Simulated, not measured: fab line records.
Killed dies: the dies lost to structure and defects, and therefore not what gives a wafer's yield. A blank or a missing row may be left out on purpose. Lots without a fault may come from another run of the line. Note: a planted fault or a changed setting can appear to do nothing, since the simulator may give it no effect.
fab line records	flow rit-cmos
record: lots: 5	wafers: 23
route steps=202 shown SILICIDE@162 CONTACT@168 M1@184
start-h: hours from the record's first day to the start of the lot's first wafer shown	wait-h: time in hours since the lot's previous step	" identical to the entry in the row above	L1.1+2: a single row standing in for several wafers	- no value, or no start given	* or withheld: withheld	< > ~ a bound
route shown NAME@n: NAME is a module with steps in the file, n the number in the route of the first one	usual: mean and standard deviation over wafers with no fault	same: alike in all rows	chamber/n: place in a boat	sites: each site's reading	_std_site: the standard deviation of these	_edge_site: inner sites' mean taken away from outer sites' mean	radius-mm: for every site, how far away it sits from the centre of the wafer	mask NAME#n: copy n	behind: the last tool/chamber to shape the wafer	hold: reason for holding the lot/hours on hold/outcome of the hold	device: which transistor (n, p or np) failed to switch	end of line: the same wafers' tests at the end of the route	a step with no rows: only its recipe	killed: the dies lost at the first sort to structure and to defects; this is not the yield of the wafer	map: a wafer's dies, x killed, . not, _ none there
set.NAME: the setting the step ran with; set.NAME@STEP: the setting that earlier step ran with	model.NAME: the simulator's own value behind a step, which no gauge read
lots run with intentionally changed settings; tables by step, rows by wafer
== steps ==
step: RIT_SILICIDE_SPUTTER_01
recipe: material: Ti	target-thk-nm: 30	power-w: 350	chamber-pressure-pa: 0.667	gas: Ar	time-s: 240	substrate-temp-c: 25
lot.wafer	tool	chamber	start-h	wait-h	set.power-w	model.Ti_of_SILICIDE_SPUTTER_01.thk-nm
L075.1	pvd-sputter-03	-	60.55	0.0	350	30.06
L075.2	"	-	"	"	350	30.16
L075.3	"	-	"	"	350	30.31
L077.1	pvd-sputter-03	-	69.34	0.0	350	29.83
L077.3	"	-	"	"	350	29.69
L077.4	"	-	"	"	374.3	31.45
L077.5	"	-	"	"	374.3	31.89
L077.6	"	-	"	"	374.3	31.96
L078.2	pvd-sputter-04	-	76.96	0.0	350	30.16
L078.3	"	-	"	"	363.1	31.41
L078.4	"	-	"	"	363.1	31.51
L078.5	"	-	"	"	350	30.32
L078.6	"	-	"	"	363.1	31.3
L080.1	pvd-sputter-03	-	85.28	0.0	375.2	32.73
L080.2	"	-	"	"	375.2	32.4
L080.3	"	-	"	"	350	30
L080.4	"	-	"	"	375.2	32.39
L080.6	"	-	"	"	350	30.14
L084.1	pvd-sputter-03	-	105.04	0.0	350	29.95
L084.3+6	"	-	"	"	350	30.07
L084.4	"	-	"	"	319	27.67
L084.5	"	-	"	"	319	27.77
step: RIT_SILICIDE_RS_MEAS_02
recipe: thk-meas-gauge: four-point-probe	reads: Ti_of_SILICIDE_SPUTTER_01
usual: SILICIDE_TI_RS: 47.8/0.62
lot.wafer	tool	chamber	start-h	wait-h	set.power-w@SILICIDE_SPUTTER_01	SILICIDE_TI_RS[ohm/sq]
L075.1	film-metro-02	-	60.70	0.1	350	47.7
L075.2	"	-	"	"	350	47.6
L075.3	"	-	"	"	350	47.3
L077.1	film-metro-02	-	69.49	0.1	350	48.2
L077.3	"	-	"	"	350	48.5
L077.4	"	-	"	"	374.3	45.1
L077.5	"	-	"	"	374.3	44.2
L077.6	"	-	"	"	374.3	44.2
L078.2	film-metro-03	-	77.13	0.1	350	47.7
L078.3	"	-	"	"	363.1	45.3
L078.4	"	-	"	"	363.1	45.0
L078.5	"	-	"	"	350	47.3
L078.6	"	-	"	"	363.1	45.5
L080.1	film-metro-03	-	85.43	0.1	375.2	43.0
L080.2	"	-	"	"	375.2	43.7
L080.3	"	-	"	"	350	47.9
L080.4	"	-	"	"	375.2	43.6
L080.6	"	-	"	"	350	47.8
L084.1	film-metro-02	-	105.19	0.1	350	47.9
L084.3	"	-	"	"	350	47.7
L084.4	"	-	"	"	319	53.0
L084.5	"	-	"	"	319	52.7
L084.6	"	-	"	"	350	47.7
step: RIT_SILICIDE_THK_MEAS_03
recipe: thk-meas-gauge: xrf	reads: Ti_of_SILICIDE_SPUTTER_01
usual: SILICIDE_TI_THK: 30.1/0.31
lot.wafer	tool	chamber	start-h	wait-h	set.power-w@SILICIDE_SPUTTER_01	SILICIDE_TI_THK[nm]
L075.1	film-metro-02	-	60.82	0.1	350	30.0
L075.2	"	-	"	"	350	30.0
L075.3	"	-	"	"	350	30.3
L077.1	film-metro-02	-	69.61	0.1	350	29.9
L077.3	"	-	"	"	350	29.5
L077.4	"	-	"	"	374.3	31.3
L077.5	"	-	"	"	374.3	31.8
L077.6	"	-	"	"	374.3	31.9
L078.2	film-metro-03	-	77.24	0.1	350	30.4
L078.3	"	-	"	"	363.1	31.5
L078.4	"	-	"	"	363.1	31.6
L078.5	"	-	"	"	350	30.5
L078.6	"	-	"	"	363.1	31.4
L080.1	film-metro-03	-	85.55	0.1	375.2	32.9
L080.2	"	-	"	"	375.2	32.7
L080.3	"	-	"	"	350	30.3
L080.4	"	-	"	"	375.2	32.7
L080.6	"	-	"	"	350	30.2
L084.1	film-metro-02	-	105.31	0.1	350	29.9
L084.3	"	-	"	"	350	29.9
L084.4	"	-	"	"	319	27.5
L084.5	"	-	"	"	319	27.6
L084.6	"	-	"	"	350	30.1
step: RIT_CONTACT_CVD_00
recipe: material: SiO2	target-thk-nm: 400	precursor: TEOS	temp-c: 390	time-s: 61	rf-w: 400
lot.wafer	tool	chamber	start-h	wait-h	set.time-s	model.SiO2_of_CONTACT_CVD_00.thk-nm
L075.1	pecvd-03	1	61.05	0.1	61	401.9
L075.2	"	2	"	"	61	399.2
L075.3	"	0	"	"	61	395.3
L077.1	pecvd-02	0	69.84	0.1	61	388.7
L077.3+6	"	1,0	"	"	61	-
L077.4	"	2	"	"	63.35	416.6
L077.5	"	1	"	"	63.35	-
L078.2	pecvd-03	1	77.46	0.0	61	-
L078.3	"	0	"	"	66.25	429.3
L078.4	"	2	"	"	66.25	-
L078.5	"	0	"	"	61	403.4
L078.6	"	1	"	"	61	412.5
L080.1	pecvd-02	0	85.79	0.1	63.67	409.7
L080.2	"	1	"	"	63.67	415.1
L080.3	"	2	"	"	61	400
L080.4	"	1	"	"	61	402.1
L080.6	"	2	"	"	61	401.6
L084.1	pecvd-03	1	105.55	0.1	69.02	456.8
L084.3	"	0	"	"	61	397.2
L084.4	"	1	"	"	61	409.7
L084.5	"	0	"	"	61	401.5
L084.6	"	2	"	"	69.02	459.4
step: RIT_CONTACT_THK_MEAS_01
recipe: reads: SiO2_of_CONTACT_CVD_00
usual: CONTACT_TEOS_THK: 402/5.1
lot.wafer	tool	chamber	start-h	wait-h	set.time-s@CONTACT_CVD_00	CONTACT_TEOS_THK[nm]
L075.1	film-metro-03	-	61.10	0.0	61	402
L075.2	"	-	"	"	61	399
L075.3	"	-	"	"	61	395
L077.1	film-metro-01	-	69.89	0.0	61	389
L077.3	"	-	"	"	61	394
L077.4	"	-	"	"	63.35	417
L077.5	"	-	"	"	63.35	420
L077.6	"	-	"	"	61	397
L078.2	film-metro-01	-	77.52	0.0	61	403
L078.3	"	-	"	"	66.25	429
L078.4	"	-	"	"	66.25	437
L078.5	"	-	"	"	61	403
L078.6	"	-	"	"	61	413
L080.1	film-metro-03	-	85.84	0.0	63.67	410
L080.2	"	-	"	"	63.67	415
L080.3	"	-	"	"	61	400
L080.4	"	-	"	"	61	402
L080.6	"	-	"	"	61	402
L084.1	film-metro-01	-	105.60	0.0	69.02	457
L084.3	"	-	"	"	61	397
L084.4	"	-	"	"	61	409
L084.5	"	-	"	"	61	402
L084.6	"	-	"	"	69.02	460
step: RIT_M1_SPUTTER_00
recipe: material: Al	target-thk-nm: 400	power-w: 2000	chamber-pressure-pa: 0.4	gas: Ar	time-s: 500	substrate-temp-c: 25
lot.wafer	tool	chamber	start-h	wait-h	set.power-w	model.Al_of_M1_SPUTTER_00.thk-nm
L075.1	pvd-sputter-01	-	63.36	0.0	2000	402.4
L075.2	"	-	"	"	2000	408.2
L075.3	"	-	"	"	2000	401.4
L077.1	pvd-sputter-01	-	72.19	0.0	2000	408
L077.3	"	-	"	"	2102	425.4
L077.4	"	-	"	"	2000	404.6
L077.5	"	-	"	"	2102	424.5
L077.6	"	-	"	"	2102	417.3
L078.2	pvd-sputter-01	-	79.68	0.0	2202	431.1
L078.3	"	-	"	"	2000	401.1
L078.4	"	-	"	"	2202	440.7
L078.5	"	-	"	"	2000	392.8
L078.6	"	-	"	"	2000	400.6
L080.1	pvd-sputter-02	-	88.01	0.0	2000	402.4
L080.2	"	-	"	"	2000	405
L080.3	"	-	"	"	2000	400.9
L080.4	"	-	"	"	1931	382.5
L080.6	"	-	"	"	1931	383.1
L084.1	pvd-sputter-02	-	107.99	0.0	2000	393
L084.3	"	-	"	"	2066	414.6
L084.4	"	-	"	"	2000	398.9
L084.5	"	-	"	"	2000	401.8
L084.6	"	-	"	"	2066	405.5
step: RIT_M1_RS_MEAS_01
recipe: thk-meas-gauge: four-point-probe	reads: Al_of_M1_SPUTTER_00
usual: M1_AL_RS: 0.0733/0.00094
lot.wafer	tool	chamber	start-h	wait-h	set.power-w@M1_SPUTTER_00	M1_AL_RS[ohm/sq]
L075.1	film-metro-02	-	63.66	0.1	2000	0.0729
L075.2	"	-	"	"	2000	0.0719
L075.3	"	-	"	"	2000	0.0731
L077.1	film-metro-04	-	72.49	0.1	2000	0.0720
L077.3	"	-	"	"	2102	0.0689
L077.4	"	-	"	"	2000	0.0727
L077.5	"	-	"	"	2102	0.0692
L077.6	"	-	"	"	2102	0.0703
L078.2	film-metro-02	-	80.00	0.2	2202	0.0679
L078.3	"	-	"	"	2000	0.0732
L078.4	"	-	"	"	2202	0.0665
L078.5	"	-	"	"	2000	0.0747
L078.6	"	-	"	"	2000	0.0731
L080.1	film-metro-04	-	88.30	0.1	2000	0.0730
L080.2	"	-	"	"	2000	0.0723
L080.3	"	-	"	"	2000	0.0733
L080.4	"	-	"	"	1931	0.0768
L080.6	"	-	"	"	1931	0.0765
L084.1	film-metro-01	-	108.28	0.1	2000	0.0749
L084.3	"	-	"	"	2066	0.0708
L084.4	"	-	"	"	2000	0.0738
L084.5	"	-	"	"	2000	0.0731
L084.6	"	-	"	"	2066	0.0725
step: RIT_M1_THK_MEAS_02
recipe: thk-meas-gauge: xrf	reads: Al_of_M1_SPUTTER_00
usual: M1_AL_THK: 406/5.6
lot.wafer	tool	chamber	start-h	wait-h	set.power-w@M1_SPUTTER_00	M1_AL_THK[nm]
L075.1	film-metro-02	-	63.78	0.1	2000	407
L075.2	"	-	"	"	2000	413
L075.3	"	-	"	"	2000	406
L077.1	film-metro-04	-	72.61	0.1	2000	417
L077.3	"	-	"	"	2102	433
L077.4	"	-	"	"	2000	411
L077.5	"	-	"	"	2102	433
L077.6	"	-	"	"	2102	426
L078.2	film-metro-02	-	80.11	0.1	2202	436
L078.3	"	-	"	"	2000	405
L078.4	"	-	"	"	2202	442
L078.5	"	-	"	"	2000	395
L078.6	"	-	"	"	2000	402
L080.1	film-metro-04	-	88.42	0.1	2000	412
L080.2	"	-	"	"	2000	410
L080.3	"	-	"	"	2000	409
L080.4	"	-	"	"	1931	390
L080.6	"	-	"	"	1931	389
L084.1	film-metro-01	-	108.40	0.1	2000	399
L084.3	"	-	"	"	2066	422
L084.4	"	-	"	"	2000	405
L084.5	"	-	"	"	2000	407
L084.6	"	-	"	"	2066	414
== key ==
split: step: RIT_SILICIDE_SPUTTER_01	setting: power-w	stated: 350	by: wafer
response: step: RIT_SILICIDE_SPUTTER_01	reading: model.Ti_of_SILICIDE_SPUTTER_01.thk-nm	change: +0.293	per: 1%	r: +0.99
response: step: RIT_SILICIDE_RS_MEAS_02	reading: SILICIDE_TI_RS	change: -0.581	per: 1%	r: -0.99
response: step: RIT_SILICIDE_THK_MEAS_03	reading: SILICIDE_TI_THK	change: +0.297	per: 1%	r: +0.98
split: step: RIT_CONTACT_CVD_00	setting: time-s	stated: 61	by: wafer
response: step: RIT_CONTACT_CVD_00	reading: model.SiO2_of_CONTACT_CVD_00.thk-nm	change: +3.86	per: 1%	r: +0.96
response: step: RIT_CONTACT_THK_MEAS_01	reading: CONTACT_TEOS_THK	change: +3.95	per: 1%	r: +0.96
split: step: RIT_M1_SPUTTER_00	setting: power-w	stated: 2000	by: wafer
response: step: RIT_M1_SPUTTER_00	reading: model.Al_of_M1_SPUTTER_00.thk-nm	change: +3.79	per: 1%	r: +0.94
response: step: RIT_M1_RS_MEAS_01	reading: M1_AL_RS	change: -0.000668	per: 1%	r: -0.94
response: step: RIT_M1_THK_MEAS_02	reading: M1_AL_THK	change: +3.92	per: 1%	r: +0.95
